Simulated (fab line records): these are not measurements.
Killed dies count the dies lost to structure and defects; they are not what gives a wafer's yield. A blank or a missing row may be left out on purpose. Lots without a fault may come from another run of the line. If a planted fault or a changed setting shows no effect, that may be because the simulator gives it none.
Problem report in the 8D (eight disciplines) form, filled by code + flow berkeley_cmos170 + the parts of the form that need people (team, actions taken, sign-off) are left out

## 1. WHAT WENT WRONG
Wafers without a fault read 1.002 a.u., standard deviation 0.021; oes_product_au at UCB170_GATE_ETCH_14 reads a mean of 0.797 a.u. on 9 wafers belonging to 3 lots. Measured from the usual mean, that is -9.8 standard deviations.
The step: etches BARC in N2/H2.
The first sign was on wafer L510.1 at day 8 13:52, on rie_diel-04. At this step, 45 wafers from 15 lots have a number in the record. By rule, "out" or "out of limits" means more than 4 standard deviations away from the usual mean. Any other wafer with a number is counted as sound.

## 2. WHAT IT IS AND WHAT IT IS NOT
| question                    | is                     | is not                                                                                       |
|-----------------------------|------------------------|----------------------------------------------------------------------------------------------|
| which readings at this step | oes_product_au         | bias_w, drypump_motor_current_A, throttle_valve_pct                                          |
| which lots                  | L510, L511, L516       | L501, L503, L504, L505, L506, L507, L508, L512, L515, L520, L522, L523                       |
| which wafers of those lots  | all that have a number | -                                                                                            |
| read on which tools         | rie_diel-04            | rie_diel-02, rie_diel-03                                                                     |
| when                        | from day 8 13:52       | up to then (21 sound wafers); but 15 sound wafers of L512, L515, L520, L522, L523 came after |

## 3. THE SUSPECTS, EACH WITH WHAT RULES IT OUT
Counting: any tool at a process step up to the reading is kept as a suspect provided that every lot that is out went through it and no sound lot did after the first of them.
- rie_diel-04 at UCB170_GATE_ETCH_14 (etches BARC in N2/H2): kept. Every lot that is out went through it, starting with L510 (day 8 13:52), and after that it ran no sound lot; the last sound lot it ran before then is L506 (day 7 18:52). Out on those wafers are its own readings of oes_product_au.
The count leaves rie_diel-04 at UCB170_GATE_ETCH_14.

## 4. THE CAUSE (what the simulator had put in)
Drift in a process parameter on rie_diel-04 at UCB170_GATE_ETCH_14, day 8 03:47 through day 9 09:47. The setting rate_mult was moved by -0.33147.
Counting left only this tool.

## 5. THE EFFECT CHAIN, in route order
Each row: a reading where the mean over the struck wafers with a number is more than 3 standard deviations away from the usual. Scope: only readings with a usual standard deviation given in the record; hours: median across lots of the time from each lot's start at the first step in this table that gives one to its start at this step; sigmas: change in usual standard deviations.
| hours | step                | reading        | usual      | on struck wafers | change | sigmas |
|-------|---------------------|----------------|------------|------------------|--------|--------|
| 0     | UCB170_GATE_ETCH_14 | oes_product_au | 1.002 a.u. | 0.797            | -0.205 | -9.8   |
Here are the process steps it includes:
- UCB170_GATE_ETCH_14: etches BARC in N2/H2.

## 6. HOW IT WOULD HAVE BEEN CAUGHT EARLIER
In this record no reading fell out of limits until day 8 13:52, 10 hours after the fault had begun at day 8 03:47.
